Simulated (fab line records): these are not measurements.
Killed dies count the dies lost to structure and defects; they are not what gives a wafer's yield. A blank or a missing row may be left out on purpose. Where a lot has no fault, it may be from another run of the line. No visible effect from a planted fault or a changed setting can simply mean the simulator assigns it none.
Which tool did it? | flow berkeley_cmos170 | Sampling: 14 lots, 42 wafers, 5 of 331 route steps

== WHAT THE GAUGES SHOWED, per wafer ==
UCB170_NVT_OVL_MEAS_06.
lot  | measured     | on         | NVT_OVL (nm)
L615 | day 5 11:14  | overlay-02 | 9 12 6
L617 | day 5 11:31  | overlay-01 | 2 -7 -2
L614 | day 5 11:47  | overlay-02 | 9 -3 12
L619 | day 6 02:08  | overlay-02 | -2 8 2
L620 | day 6 03:35  | overlay-01 | -9 -5 -8
L623 | day 7 01:58  | overlay-01 | 8 11 11
L624 | day 7 02:00  | overlay-01 | 10 3 -3
L626 | day 7 08:57  | overlay-01 | -7 -7 -6
L627 | day 7 09:30  | overlay-01 | -4 6 10
L628 | day 8 12:38  | overlay-01 | -3 -2 1
L629 | day 8 17:41  | overlay-02 | 1 -5 -5
L631 | day 9 03:26  | overlay-02 | 5 6 2
L635 | day 9 17:53  | overlay-01 | 5 5 7
L636 | day 10 00:24 | overlay-01 | 12 3 -1

UCB170_SDANNEAL_RS_MEAS_03: measurement is done with a four-point probe.
lot  | measured     | on            | NSD_RS (ohm/sq)
L615 | day 6 14:34  | film_metro-02 | 37.28 37.38 37.38
L617 | day 6 15:41  | film_metro-04 | 37.39 37.39 37.39
L614 | day 6 15:02  | film_metro-03 | 37.49 37.39 37.35
L619 | day 7 12:55  | film_metro-04 | 37.51 37.46 37.28
L620 | day 7 11:47  | film_metro-04 | 37.46 37.49 37.40
L623 | day 8 12:04  | film_metro-04 | 37.36 37.38 37.41
L624 | day 8 12:01  | film_metro-03 | 37.60 37.46 37.57
L626 | day 8 18:25  | film_metro-02 | 37.32 37.34 37.33
L627 | day 8 18:51  | film_metro-03 | 37.33 37.36 37.40
L628 | day 9 16:54  | film_metro-04 | 37.43 37.44 37.43
L629 | day 9 21:11  | film_metro-04 | 37.33 37.37 37.27
L631 | day 10 09:00 | film_metro-02 | 37.39 37.36 37.36
L635 | day 10 18:24 | film_metro-03 | 37.34 37.35 37.28
L636 | day 11 04:19 | film_metro-03 | 37.39 37.35 37.37

UCB170_SDANNEAL_RS_MEAS_04: measurement is done with a four-point probe.
lot  | measured     | on            | PLDD_RS (ohm/sq)
L615 | day 6 14:41  | film_metro-02 | 1033.4 1031.9 1032.9
L617 | day 6 15:48  | film_metro-04 | 1036.9 1033.7 1032.1
L614 | day 6 15:09  | film_metro-03 | 1033.4 1036.1 1034.5
L619 | day 7 13:02  | film_metro-04 | 1032.1 1034.5 1032.4
L620 | day 7 11:55  | film_metro-04 | 1033.5 1035.3 1035.3
L623 | day 8 12:11  | film_metro-04 | 1032.6 1030.6 1030.3
L624 | day 8 12:08  | film_metro-03 | 1029.6 1030.9 1028.6
L626 | day 8 18:32  | film_metro-02 | 1074.5 1077.3 1073.4
L627 | day 8 18:58  | film_metro-03 | 1074.8 1074.8 1077.0
L628 | day 9 17:01  | film_metro-04 | 1029.9 1030.2 1031.6
L629 | day 9 21:19  | film_metro-04 | 1030.4 1031.9 1029.1
L631 | day 10 09:07 | film_metro-02 | 1029.3 1028.0 1030.0
L635 | day 10 18:31 | film_metro-03 | 1029.0 1028.8 1031.1
L636 | day 11 04:26 | film_metro-03 | 1030.8 1032.1 1031.8

UCB170_M1_THK_MEAS_02: measures by xrf.
lot  | measured     | on            | M1_AL_THK (nm)
L615 | day 6 23:46  | film_metro-04 | 596 607 596
L617 | day 6 23:30  | film_metro-03 | 608 607 605
L614 | day 7 00:04  | film_metro-03 | 599 597 606
L619 | day 7 20:44  | film_metro-02 | 608 604 604
L620 | day 7 17:13  | film_metro-02 | 606 607 607
L623 | day 8 18:53  | film_metro-04 | 584 579 580
L624 | day 8 19:29  | film_metro-04 | 593 598 594
L626 | day 8 23:52  | film_metro-04 | 602 601 605
L627 | day 9 01:55  | film_metro-02 | 606 606 602
L628 | day 9 23:05  | film_metro-03 | 604 603 604
L629 | day 10 04:28 | film_metro-03 | 604 607 613
L631 | day 10 14:36 | film_metro-04 | 586 589 579
L635 | day 10 23:46 | film_metro-03 | 595 598 596
L636 | day 11 09:52 | film_metro-02 | 596 588 599

== TOOL THAT RAN EACH LOT (tool first, then ch and the chambers of the sampled wafers, then the start) ==
lot  | UCB170_SPACER_ANNEAL_02
L615 | furnace-01 ch 0, day 6 06:22
L617 | furnace-04 ch 0, day 6 09:25
L614 | furnace-01 ch 0, day 6 06:22
L619 | furnace-04 ch 0, day 7 04:37
L620 | furnace-04 ch 0, day 7 04:37
L623 | furnace-01 ch 0, day 8 03:32
L624 | furnace-01 ch 0, day 8 03:32
L626 | furnace-01 ch 0, day 8 12:23
L627 | furnace-01 ch 0, day 8 12:23
L628 | furnace-02 ch 0, day 9 09:03
L629 | furnace-04 ch 0, day 9 15:17
L631 | furnace-02 ch 0, day 10 02:35
L635 | furnace-02 ch 0, day 10 12:41
L636 | furnace-04 ch 0, day 10 21:59
- UCB170_SPACER_ANNEAL_02: time 1800 s.

== AS READ BY THE TOOLS THEMSELVES (means over the sampled wafers that have a number; for cases with no such wafer, the mark the record gives instead) ==
UCB170_SPACER_ANNEAL_02.
lot  | tool       | spike_tc_centre_C (C) | tube_center_temp_C (C)
L615 | furnace-01 | 902.9                 | 900
L617 | furnace-04 | 901.8                 | 900
L614 | furnace-01 | 904.5                 | 900
L619 | furnace-04 | 900.6                 | 900
L620 | furnace-04 | 901.5                 | 900
L623 | furnace-01 | 903.2                 | 900
L624 | furnace-01 | 902.6                 | 900
L626 | furnace-01 | 902.9                 | 900
L627 | furnace-01 | 904.5                 | 900
L628 | furnace-02 | 902.3                 | 900
L629 | furnace-04 | 901.1                 | 900
L631 | furnace-02 | 902.1                 | 900
L635 | furnace-02 | 902.3                 | 900
L636 | furnace-04 | 902.3                 | 900

== THE ANSWER, worked out from the rows above alone ==
Rule: the lots themselves supply what counts as usual. Put in order of their means at a reading, lots are off if they are a third of the lots or fewer, leave a main group of 4 or more, and stand apart from it by a gap of 3 or more times the standard deviation of the main group's means; of several such gaps the widest counts. If all means in a main group match to the digits the tables above print for the reading, that group is not used. Also off: a lot with no number at a reading for which 4 or more lots have one. Any other lot the step has rows for is counted as sound. Order of review: gauges by route order, followed by the tools' own readings, for which a lot's mean as printed above is used. At the first step where some lot is off, the reading lying furthest off is the one used; lots without a number count as furthest.
Off: L626, L627, at UCB170_SDANNEAL_RS_MEAS_04 (PLDD_RS). Main group: mean 1031.8 ohm/sq, sd 1.9.
A tool fits if, at a process step before that reading, it ran every lot that is off, and no sound lot after the first of them. The gauges at UCB170_SDANNEAL_RS_MEAS_04 are tried like those tools. One fits: furnace-01 at UCB170_SPACER_ANNEAL_02. Its last sound lot is L623 (day 8 03:32), its first lot that is off L626 (day 8 12:23): a fault that began between those two fits.

== WHAT THE SIMULATOR HAD INSERTED ==
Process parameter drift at UCB170_SPACER_ANNEAL_02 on furnace-01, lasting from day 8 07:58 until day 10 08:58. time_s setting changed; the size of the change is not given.
Shown lots that were struck: L626, L627. The same result came from the rule above.
